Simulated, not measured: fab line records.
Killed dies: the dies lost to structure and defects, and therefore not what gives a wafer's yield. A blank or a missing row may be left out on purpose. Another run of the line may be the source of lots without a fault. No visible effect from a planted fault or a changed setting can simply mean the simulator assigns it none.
fab line records :: flow rit_cmos
record
  lots=14
  wafers=42
  last_day=7
route steps=202 shown GATE@81 M1@202
lots untouched by any fault: they come from a run of this same line in which no faults occurred
start_h: start of the lot's first displayed wafer, in hours after the record's first day :: wait_h: hours since the lot's step before :: " identical to the entry in the row above :: L1.1+2: a row that stands for several wafers :: - no value, or no start was given :: * or withheld: withheld :: < > ~ a bound
route shown NAME@n: names a module that has steps shown in the file, with the first one's number in the route :: usual: the fault-free wafers' mean and standard deviation :: same: alike in all rows :: chamber/n: place in a boat :: sites: readings site by site :: _std_site: standard deviation across them :: _edge_site: the outer-site mean with the inner-site mean subtracted :: radius_mm: for every site, how far away it sits from the centre of the wafer :: mask NAME#n: copy n :: behind: the last tool/chamber to shape the wafer :: hold: reason for holding the lot/hours on hold/outcome of the hold :: device: names the non-switching transistor (n, p or np) :: end of line: the route-end tests of the same wafers :: a step without rows: its recipe alone :: killed: count of dies lost to structure and defects at first sort (not the wafer's yield) :: map: the dies of a wafer, with x for killed, . for not killed, _ for no die there
set.NAME: the run value of the setting; set.NAME@STEP: its run value at that earlier step :: model.NAME: the simulator's own value behind a step, which no gauge read
steps of the route over a sample of lots; a table a step, a row a wafer
services: when a tool's chamber went out of use (start_h, in hours from the record's first day, below 0 if earlier), for how many hours, and the reason
## steps
# step RIT_GATE_OXIDATION_05
# recipe
  temp_c=900
  ambient=O2
  target_thk_a=30
  ox_time_s=270
# usual
  ox_temp_c_max=903.2/0.85
  zone_power_source_pct=27.4/1.7
lot.wafer: L621.3
tool: furnace-04
chamber: 0
start_h: 32.54
wait_h: 0.0
ox_temp_c_max: 903.8
zone_power_source_pct: 25.3

lot.wafer: L621.4
tool: furnace-04
chamber: 0
start_h: 32.54
wait_h: 0.0
ox_temp_c_max: 902.5
zone_power_source_pct: 25.2

lot.wafer: L621.5
tool: furnace-04
chamber: 0
start_h: 32.54
wait_h: 0.0
ox_temp_c_max: 902.4
zone_power_source_pct: 25.8

lot.wafer: L622.1
tool: furnace-04
chamber: 0
start_h: 37.05
wait_h: 0.5
ox_temp_c_max: 902.0
zone_power_source_pct: 25.8

lot.wafer: L622.3
tool: furnace-04
chamber: 0
start_h: 37.05
wait_h: 0.5
ox_temp_c_max: 901.3
zone_power_source_pct: 25.8

lot.wafer: L622.4
tool: furnace-04
chamber: 0
start_h: 37.05
wait_h: 0.5
ox_temp_c_max: 901.6
zone_power_source_pct: 25.5

lot.wafer: L623.3
tool: furnace-02
chamber: 0
start_h: 42.96
wait_h: 1.1
ox_temp_c_max: 904.6
zone_power_source_pct: 29.1

lot.wafer: L623.5
tool: furnace-02
chamber: 0
start_h: 42.96
wait_h: 1.1
ox_temp_c_max: 903.0
zone_power_source_pct: 29.3

lot.wafer: L623.6
tool: furnace-02
chamber: 0
start_h: 42.96
wait_h: 1.1
ox_temp_c_max: 902.6
zone_power_source_pct: 29.5

lot.wafer: L625.1
tool: furnace-04
chamber: 0
start_h: 53.95
wait_h: 0.1
ox_temp_c_max: 903.0
zone_power_source_pct: 25.8

lot.wafer: L625.2
tool: furnace-04
chamber: 0
start_h: 53.95
wait_h: 0.1
ox_temp_c_max: 903.3
zone_power_source_pct: 25.4

lot.wafer: L625.6
tool: furnace-04
chamber: 0
start_h: 53.95
wait_h: 0.1
ox_temp_c_max: 901.6
zone_power_source_pct: 25.4

lot.wafer: L626.1
tool: furnace-02
chamber: 0
start_h: 58.70
wait_h: 0.3
ox_temp_c_max: 904.2
zone_power_source_pct: 29.3

lot.wafer: L626.3
tool: furnace-02
chamber: 0
start_h: 58.70
wait_h: 0.3
ox_temp_c_max: 902.8
zone_power_source_pct: 29.8

lot.wafer: L626.6
tool: furnace-02
chamber: 0
start_h: 58.70
wait_h: 0.3
ox_temp_c_max: 904.0
zone_power_source_pct: 29.1

lot.wafer: L627.2
tool: furnace-02
chamber: 0
start_h: 64.21
wait_h: 0.0
ox_temp_c_max: 905.3
zone_power_source_pct: 29.9

lot.wafer: L627.5
tool: furnace-02
chamber: 0
start_h: 64.21
wait_h: 0.0
ox_temp_c_max: 904.0
zone_power_source_pct: 29.1

lot.wafer: L627.6
tool: furnace-02
chamber: 0
start_h: 64.21
wait_h: 0.0
ox_temp_c_max: 903.5
zone_power_source_pct: 29.3

lot.wafer: L628.1
tool: furnace-02
chamber: 0
start_h: 72.23
wait_h: 1.5
ox_temp_c_max: 903.1
zone_power_source_pct: 29.2

lot.wafer: L628.5
tool: furnace-02
chamber: 0
start_h: 72.23
wait_h: 1.5
ox_temp_c_max: 903.7
zone_power_source_pct: 28.9

lot.wafer: L628.6
tool: furnace-02
chamber: 0
start_h: 72.23
wait_h: 1.5
ox_temp_c_max: 903.8
zone_power_source_pct: 29.3

lot.wafer: L629.3
tool: furnace-04
chamber: 0
start_h: 73.71
wait_h: 0.0
ox_temp_c_max: 902.9
zone_power_source_pct: 25.9

lot.wafer: L629.4
tool: furnace-04
chamber: 0
start_h: 73.71
wait_h: 0.0
ox_temp_c_max: 902.7
zone_power_source_pct: 25.6

lot.wafer: L629.6
tool: furnace-04
chamber: 0
start_h: 73.71
wait_h: 0.0
ox_temp_c_max: 903.6
zone_power_source_pct: 25.7

lot.wafer: L630.3
tool: furnace-02
chamber: 0
start_h: 77.05
wait_h: 0.2
ox_temp_c_max: 904.1
zone_power_source_pct: 28.9

lot.wafer: L630.4
tool: furnace-02
chamber: 0
start_h: 77.05
wait_h: 0.2
ox_temp_c_max: 904.4
zone_power_source_pct: 29.0

lot.wafer: L630.5
tool: furnace-02
chamber: 0
start_h: 77.05
wait_h: 0.2
ox_temp_c_max: 903.7
zone_power_source_pct: 29.4

lot.wafer: L631.1
tool: furnace-02
chamber: 0
start_h: 83.49
wait_h: 1.1
ox_temp_c_max: 904.0
zone_power_source_pct: 29.4

lot.wafer: L631.4
tool: furnace-02
chamber: 0
start_h: 83.49
wait_h: 1.1
ox_temp_c_max: 903.4
zone_power_source_pct: 28.9

lot.wafer: L631.6
tool: furnace-02
chamber: 0
start_h: 83.49
wait_h: 1.1
ox_temp_c_max: 903.2
zone_power_source_pct: 29.3

lot.wafer: L632.2
tool: furnace-04
chamber: 0
start_h: 88.71
wait_h: 0.0
ox_temp_c_max: 902.0
zone_power_source_pct: 25.5

lot.wafer: L632.5
tool: furnace-04
chamber: 0
start_h: 88.71
wait_h: 0.0
ox_temp_c_max: 902.6
zone_power_source_pct: 25.5

lot.wafer: L632.6
tool: furnace-04
chamber: 0
start_h: 88.71
wait_h: 0.0
ox_temp_c_max: 902.5
zone_power_source_pct: 25.5

lot.wafer: L632.2
tool: furnace-04
chamber: 0
start_h: 89.96
wait_h: 0.2
ox_temp_c_max: 903.1
zone_power_source_pct: 25.5

lot.wafer: L632.5
tool: furnace-04
chamber: 0
start_h: 89.96
wait_h: 0.2
ox_temp_c_max: 903.1
zone_power_source_pct: 25.4

lot.wafer: L632.6
tool: furnace-04
chamber: 0
start_h: 89.96
wait_h: 0.2
ox_temp_c_max: 901.6
zone_power_source_pct: 25.5

lot.wafer: L637.2
tool: furnace-04
chamber: 0
start_h: 114.16
wait_h: 0.0
ox_temp_c_max: 902.5
zone_power_source_pct: 25.7

lot.wafer: L637.3
tool: furnace-04
chamber: 0
start_h: 114.16
wait_h: 0.0
ox_temp_c_max: 902.3
zone_power_source_pct: 25.5

lot.wafer: L637.4
tool: furnace-04
chamber: 0
start_h: 114.16
wait_h: 0.0
ox_temp_c_max: 902.0
zone_power_source_pct: 25.3

lot.wafer: L637.2
tool: furnace-04
chamber: 0
start_h: 117.16
wait_h: 1.9
ox_temp_c_max: 902.4
zone_power_source_pct: 25.4

lot.wafer: L637.3
tool: furnace-04
chamber: 0
start_h: 117.16
wait_h: 1.9
ox_temp_c_max: 902.3
zone_power_source_pct: 25.5

lot.wafer: L637.4
tool: furnace-04
chamber: 0
start_h: 117.16
wait_h: 1.9
ox_temp_c_max: 902.5
zone_power_source_pct: 25.8

lot.wafer: L642.4
tool: furnace-01
chamber: 0
start_h: 137.69
wait_h: 0.3
ox_temp_c_max: 903.8
zone_power_source_pct: 28.3

lot.wafer: L642.5
tool: furnace-01
chamber: 0
start_h: 137.69
wait_h: 0.3
ox_temp_c_max: 904.1
zone_power_source_pct: 27.6

lot.wafer: L642.6
tool: furnace-01
chamber: 0
start_h: 137.69
wait_h: 0.3
ox_temp_c_max: 904.5
zone_power_source_pct: 27.9

lot.wafer: L643.4
tool: furnace-02
chamber: 0
start_h: 142.83
wait_h: 1.3
ox_temp_c_max: 902.5
zone_power_source_pct: 29.4

lot.wafer: L643.5
tool: furnace-02
chamber: 0
start_h: 142.83
wait_h: 1.3
ox_temp_c_max: 902.5
zone_power_source_pct: 29.3

lot.wafer: L643.6
tool: furnace-02
chamber: 0
start_h: 142.83
wait_h: 1.3
ox_temp_c_max: 902.8
zone_power_source_pct: 29.2
# step RIT_GATE_THK_MEAS_07
# recipe
  reads=SiO2_of_GATE_OXIDATION_05
# usual
  GATE_OXIDE_THK=3.04/0.078
lot.wafer: L621.3
tool: film_metro-01
chamber: -
start_h: 33.89
wait_h: 0.0
GATE_OXIDE_THK[nm]: 3.10

lot.wafer: L621.4
tool: film_metro-01
chamber: -
start_h: 33.89
wait_h: 0.0
GATE_OXIDE_THK[nm]: 3.12

lot.wafer: L621.5
tool: film_metro-01
chamber: -
start_h: 33.89
wait_h: 0.0
GATE_OXIDE_THK[nm]: 3.11

lot.wafer: L622.1
tool: film_metro-04
chamber: -
start_h: 39.69
wait_h: 0.0
GATE_OXIDE_THK[nm]: 3.05

lot.wafer: L622.3
tool: film_metro-04
chamber: -
start_h: 39.69
wait_h: 0.0
GATE_OXIDE_THK[nm]: 3.01

lot.wafer: L622.4
tool: film_metro-04
chamber: -
start_h: 39.69
wait_h: 0.0
GATE_OXIDE_THK[nm]: 2.97

lot.wafer: L623.3
tool: film_metro-03
chamber: -
start_h: 46.86
wait_h: 0.0
GATE_OXIDE_THK[nm]: 3.07

lot.wafer: L623.5
tool: film_metro-03
chamber: -
start_h: 46.86
wait_h: 0.0
GATE_OXIDE_THK[nm]: 3.06

lot.wafer: L623.6
tool: film_metro-03
chamber: -
start_h: 46.86
wait_h: 0.0
GATE_OXIDE_THK[nm]: 3.09

lot.wafer: L625.1
tool: film_metro-03
chamber: -
start_h: 55.27
wait_h: 0.0
GATE_OXIDE_THK[nm]: 3.12

lot.wafer: L625.2
tool: film_metro-03
chamber: -
start_h: 55.27
wait_h: 0.0
GATE_OXIDE_THK[nm]: 3.08

lot.wafer: L625.6
tool: film_metro-03
chamber: -
start_h: 55.27
wait_h: 0.0
GATE_OXIDE_THK[nm]: 3.06

lot.wafer: L626.1
tool: film_metro-04
chamber: -
start_h: 60.03
wait_h: 0.0
GATE_OXIDE_THK[nm]: 3.07

lot.wafer: L626.3
tool: film_metro-04
chamber: -
start_h: 60.03
wait_h: 0.0
GATE_OXIDE_THK[nm]: 3.04

lot.wafer: L626.6
tool: film_metro-04
chamber: -
start_h: 60.03
wait_h: 0.0
GATE_OXIDE_THK[nm]: 3.05

lot.wafer: L627.2
tool: film_metro-01
chamber: -
start_h: 66.88
wait_h: 0.0
GATE_OXIDE_THK[nm]: 3.07

lot.wafer: L627.5
tool: film_metro-01
chamber: -
start_h: 66.88
wait_h: 0.0
GATE_OXIDE_THK[nm]: 3.06

lot.wafer: L627.6
tool: film_metro-01
chamber: -
start_h: 66.88
wait_h: 0.0
GATE_OXIDE_THK[nm]: 3.06

lot.wafer: L628.1
tool: film_metro-03
chamber: -
start_h: 73.56
wait_h: 0.0
GATE_OXIDE_THK[nm]: 3.01

lot.wafer: L628.5
tool: film_metro-03
chamber: -
start_h: 73.56
wait_h: 0.0
GATE_OXIDE_THK[nm]: 3.01

lot.wafer: L628.6
tool: film_metro-03
chamber: -
start_h: 73.56
wait_h: 0.0
GATE_OXIDE_THK[nm]: 3.00

lot.wafer: L629.3
tool: film_metro-04
chamber: -
start_h: 75.06
wait_h: 0.0
GATE_OXIDE_THK[nm]: 3.03

lot.wafer: L629.4
tool: film_metro-04
chamber: -
start_h: 75.06
wait_h: 0.0
GATE_OXIDE_THK[nm]: 3.02

lot.wafer: L629.6
tool: film_metro-04
chamber: -
start_h: 75.06
wait_h: 0.0
GATE_OXIDE_THK[nm]: 3.00

lot.wafer: L630.3
tool: film_metro-04
chamber: -
start_h: 78.40
wait_h: 0.0
GATE_OXIDE_THK[nm]: 3.05

lot.wafer: L630.4
tool: film_metro-04
chamber: -
start_h: 78.40
wait_h: 0.0
GATE_OXIDE_THK[nm]: 3.02

lot.wafer: L630.5
tool: film_metro-04
chamber: -
start_h: 78.40
wait_h: 0.0
GATE_OXIDE_THK[nm]: 3.08

lot.wafer: L631.1
tool: film_metro-01
chamber: -
start_h: 84.82
wait_h: 0.0
GATE_OXIDE_THK[nm]: 2.97

lot.wafer: L631.4
tool: film_metro-01
chamber: -
start_h: 84.82
wait_h: 0.0
GATE_OXIDE_THK[nm]: 3.09

lot.wafer: L631.6
tool: film_metro-01
chamber: -
start_h: 84.82
wait_h: 0.0
GATE_OXIDE_THK[nm]: 2.97

lot.wafer: L632.2
tool: film_metro-04
chamber: -
start_h: 92.31
wait_h: 0.0
GATE_OXIDE_THK[nm]: 5.06

lot.wafer: L632.5
tool: film_metro-04
chamber: -
start_h: 92.31
wait_h: 0.0
GATE_OXIDE_THK[nm]: 5.04

lot.wafer: L632.6
tool: film_metro-04
chamber: -
start_h: 92.31
wait_h: 0.0
GATE_OXIDE_THK[nm]: 5.03

lot.wafer: L637.2
tool: film_metro-04
chamber: -
start_h: 119.63
wait_h: 0.0
GATE_OXIDE_THK[nm]: 4.90

lot.wafer: L637.3
tool: film_metro-04
chamber: -
start_h: 119.63
wait_h: 0.0
GATE_OXIDE_THK[nm]: 4.97

lot.wafer: L637.4
tool: film_metro-04
chamber: -
start_h: 119.63
wait_h: 0.0
GATE_OXIDE_THK[nm]: 5.01

lot.wafer: L642.4
tool: film_metro-03
chamber: -
start_h: 139.04
wait_h: 0.0
GATE_OXIDE_THK[nm]: 3.15

lot.wafer: L642.5
tool: film_metro-03
chamber: -
start_h: 139.04
wait_h: 0.0
GATE_OXIDE_THK[nm]: 3.16

lot.wafer: L642.6
tool: film_metro-03
chamber: -
start_h: 139.04
wait_h: 0.0
GATE_OXIDE_THK[nm]: 3.07

lot.wafer: L643.4
tool: film_metro-04
chamber: -
start_h: 144.18
wait_h: 0.0
GATE_OXIDE_THK[nm]: 3.16

lot.wafer: L643.5
tool: film_metro-04
chamber: -
start_h: 144.18
wait_h: 0.0
GATE_OXIDE_THK[nm]: 3.09

lot.wafer: L643.6
tool: film_metro-04
chamber: -
start_h: 144.18
wait_h: 0.0
GATE_OXIDE_THK[nm]: 3.12
# step RIT_M1_PROBE_99
# usual
  killed_at_contacts=0.1/0.28
  killed_at_front_end=6.5/3
  killed_dies=7/3
  killed_open=3.2/2
  killed_short=3.2/1.9
# same
  gross_dies=264
  killed_at_M0_to_M3=0
  killed_at_M4_up=0
  killed_at_back_side=0
  killed_at_other=0
lot.wafer: L627.2
tool: prober-01
chamber: -
start_h: 90.38
wait_h: 0.1
killed_at_contacts: 0
killed_at_front_end: 6
killed_dies: 6
killed_open: 3
killed_short: 3

lot.wafer: L627.5
tool: prober-01
chamber: -
start_h: 90.53
wait_h: 0.2
killed_at_contacts: 0
killed_at_front_end: 10
killed_dies: 10
killed_open: 5
killed_short: 5

lot.wafer: L627.6
tool: prober-01
chamber: -
start_h: 90.58
wait_h: 0.2
killed_at_contacts: 0
killed_at_front_end: 9
killed_dies: 9
killed_open: 7
killed_short: 2

lot.wafer: L637.2
tool: prober-01
chamber: -
start_h: 145.48
wait_h: 0.1
killed_at_contacts: 0
killed_at_front_end: 7
killed_dies: 7
killed_open: 4
killed_short: 3

lot.wafer: L637.3
tool: prober-01
chamber: -
start_h: 145.53
wait_h: 0.2
killed_at_contacts: 0
killed_at_front_end: 16
killed_dies: 16
killed_open: 9
killed_short: 7

lot.wafer: L637.4
tool: prober-01
chamber: -
start_h: 145.58
wait_h: 0.2
killed_at_contacts: 0
killed_at_front_end: 7
killed_dies: 7
killed_open: 3
killed_short: 4

lot.wafer: L643.4
tool: prober-01
chamber: -
start_h: 167.53
wait_h: 0.2
killed_at_contacts: 0
killed_at_front_end: 9
killed_dies: 9
killed_open: 4
killed_short: 3

lot.wafer: L643.5
tool: prober-01
chamber: -
start_h: 167.58
wait_h: 0.2
killed_at_contacts: 0
killed_at_front_end: 8
killed_dies: 8
killed_open: 2
killed_short: 6

lot.wafer: L643.6
tool: prober-01
chamber: -
start_h: 167.63
wait_h: 0.2
killed_at_contacts: 0
killed_at_front_end: 5
killed_dies: 5
killed_open: 2
killed_short: 3
# killed by level:class
L627.2 GATE:geometric_particle:open=3 FOX1:geometric_particle:short=1 GATE:geometric_particle:short=1 SILICIDE:geometric_particle:short=1
L627.5 SPACER:geometric_particle:open=3 GATE:geometric_particle:open=2 SPACER:geometric_particle:short=2 GATE:geometric_particle:short=1 REOX:geometric_particle:short=1 SILICIDE:geometric_particle:short=1
L627.6 SILICIDE:geometric_particle:open=4 SPACER:geometric_particle:open=2 FOX1:geometric_particle:short=1 GATE:geometric_particle:open=1 GATE:geometric_particle:short=1
L637.2 FOX1:geometric_particle:open=3 GATE:geometric_particle:short=2 FOX1:geometric_particle:short=1 REOX:geometric_particle:open=1
L637.3 SILICIDE:geometric_particle:open=3 GATE:geometric_particle:open=2 GATE:geometric_particle:short=2 REOX:geometric_particle:short=2 REOX:geometric_particle:open=2 SPACER:geometric_particle:open=2 FOX1:geometric_particle:short=1 SPACER:geometric_particle:short=1
L637.4 GATE:geometric_particle:short=3 GATE:geometric_particle:open=2 REOX:geometric_particle:open=1 SILICIDE:geometric_particle:short=1
L643.4 GATE:geometric_particle:open=2 ACTIVE:coat_microbubble_printed=2 FOX1:geometric_particle:open=1 FOX1:geometric_particle:short=1 REOX:geometric_particle:open=1 REOX:geometric_particle:short=1 STARTING-WAFER:geometric_particle:short=1
L643.5 GATE:geometric_particle:short=2 REOX:geometric_particle:short=2 FOX1:geometric_particle:short=1 GATE:geometric_particle:open=1 REOX:geometric_particle:open=1 SILICIDE:geometric_particle:short=1
L643.6 GATE:geometric_particle:short=2 GATE:geometric_particle:open=1 REOX:geometric_particle:short=1 SPACER:geometric_particle:open=1
## services
tool: furnace-02
chamber: -
start_h: 14.38
hours: 1.5
kind: repair

tool: furnace-01
chamber: -
start_h: 35.48
hours: 20.7
kind: pm

tool: furnace-01
chamber: -
start_h: 86.96
hours: 3.6
kind: pm

tool: furnace-01
chamber: -
start_h: 90.60
hours: 2.5
kind: pm

tool: furnace-04
chamber: -
start_h: 134.50
hours: 3.5
kind: pm
## key
first_sign
  step=RIT_GATE_OXIDATION_05
  reading=visit
  direction=added
effect
  step=RIT_GATE_THK_MEAS_07
  reading=GATE_OXIDE_THK
  direction=up
  sigmas=25
  usual=3.04
  struck=5.00
met_at RIT_GATE_OXIDATION_05
struck_lots L632,L637
rows_end L632.2,L632.5,L632.6
tester_left_out L637
fault
  kind=repeated_step_whole
  tool=furnace-01,furnace-02,furnace-04
  chamber=-
  onset_h=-
  steps=RIT_GATE_OXIDATION_05
  times=1
  scope=struck_lots_only
# tester_left_out: of these lots the tester's yield and bins aren't shown, on N5 and GAA mostly nor the transistor test; their killed dies are dies lost to structure and defects alone, not to doping, threshold or leakage, so they don't give the yield
# rows_end: these wafers met a further fault down the route, and their rows from its step on are left out
